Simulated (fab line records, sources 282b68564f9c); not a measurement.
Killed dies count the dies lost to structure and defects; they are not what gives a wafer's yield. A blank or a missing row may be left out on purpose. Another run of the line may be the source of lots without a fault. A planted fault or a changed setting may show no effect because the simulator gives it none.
Comparing a struck lot with a sound one -- flow rit cmos -- 22 steps out of a route of 202
Sound: wafers L903.2, L903.4, L903.6. The struck wafers were L914.2, L914.5, L914.6. At the end, the cause is stated.
Each step with rows lists, per side, the tool, then ch with its chambers, then its first start. Under that, the readings that differ: sound wafers -- struck wafers -- difference of the means -- sigmas: that difference in standard deviations of wafers without a fault.
alike: readings with means less than 2 such deviations apart, plus words and numbers identical on both sides. not compared: withheld readings, readings lacking a value on some wafer, bounds such as >300 that could conceal the same value, and numbers that have no deviation in the record and whose values overlap.
A row with sigmas, a row that says differs or no value, or rows on one side alone: a step with any of these is where the two part. Numbers that have no deviation but don't overlap get no sigmas and don't part them. Lack of a reading on every wafer of one side parts them only where that side has two or more wafers.

first, 4 steps without rows for these wafers: RIT_NLDD_SOFTBAKE_02 (time 60 s); RIT_NLDD_EXPOSE_03 (exposes mask M7, target cd 40700 nm); RIT_NLDD_PEB_04; RIT_NLDD_DEVELOP_05 (develop time 50 s).
RIT_NLDD_OVL_MEAS_06:
  struck on overlay-02, day 6 06:38; sound on overlay-01, day 3 23:07
  alike: NLDD_OVL
then, 2 steps without rows for these wafers: RIT_NLDD_HARDBAKE_07 (time 60 s); RIT_NLDD_IMPLANT_08.
RIT_NLDD_STRIP_09: strips in O2, time 180 s.
  sound on plasma asher-03 ch 0, day 3 23:27; struck on plasma asher-04 ch 0,1, day 6 06:58
  alike: drypump motor current A
  not compared: rf hours counter h
RIT_NLDD_TW_MEAS_10:
  struck on film metro-04, day 6 07:08; sound on film metro-04, day 3 23:38
  alike: NLDD_TW
then, 3 steps without rows for these wafers: RIT_PLDD_HMDS_00 (prime time 60 s); RIT_PLDD_COAT_01 (resist thk 1000 nm); RIT_PLDD_SOFTBAKE_02 (time 60 s).
RIT_PLDD_EXPOSE_03: exposes mask M8, target cd 40900 nm.
  sound on iline stepper-02 ch 0, day 4 00:10; struck on iline stepper-02 ch 0, day 6 07:40
reading,sound,struck,difference,sigmas
mask,M8#0 M8#0 M8#0,M7#0 M7#0 M7#0,differs,
then, 2 steps without rows for these wafers: RIT_PLDD_PEB_04; RIT_PLDD_DEVELOP_05 (develop time 50 s).
RIT_PLDD_OVL_MEAS_06:
  struck on overlay-02, day 6 08:03; sound on overlay-01, day 4 00:32
reading,sound,struck,difference,sigmas
PLDD_OVL (nm),0.4 2.4 2.5,- - -,no value on the struck wafers,
then, 2 steps without rows for these wafers: RIT_PLDD_HARDBAKE_07 (time 60 s); RIT_PLDD_IMPLANT_08.
RIT_PLDD_STRIP_09: strips in O2, time 180 s.
  sound on plasma asher-01 ch 0,1, day 4 00:52; struck on plasma asher-01 ch 0,1, day 6 08:23
  alike: drypump motor current A
  not compared: rf hours counter h
RIT_PLDD_TW_MEAS_10:
  struck on film metro-01, day 6 08:34; sound on film metro-04, day 4 01:04
reading,sound,struck,difference,sigmas
PLDD_TW,2342 2334 2332,30 30 30,-2306,-99 or more
then, 1 step without rows for these wafers: RIT_SPACER_CLEAN_00 (cleans in SC1, time 600 s).
RIT_M1_PROBE_99:
  rows exist in the record for the struck wafers here (prober-01, day 6 22:09), but not for the sound ones

## WHERE THEY PART
First at RIT_PLDD_EXPOSE_03; last, within this record, at RIT_M1_PROBE_99.

WHY: what had been put in by the simulator
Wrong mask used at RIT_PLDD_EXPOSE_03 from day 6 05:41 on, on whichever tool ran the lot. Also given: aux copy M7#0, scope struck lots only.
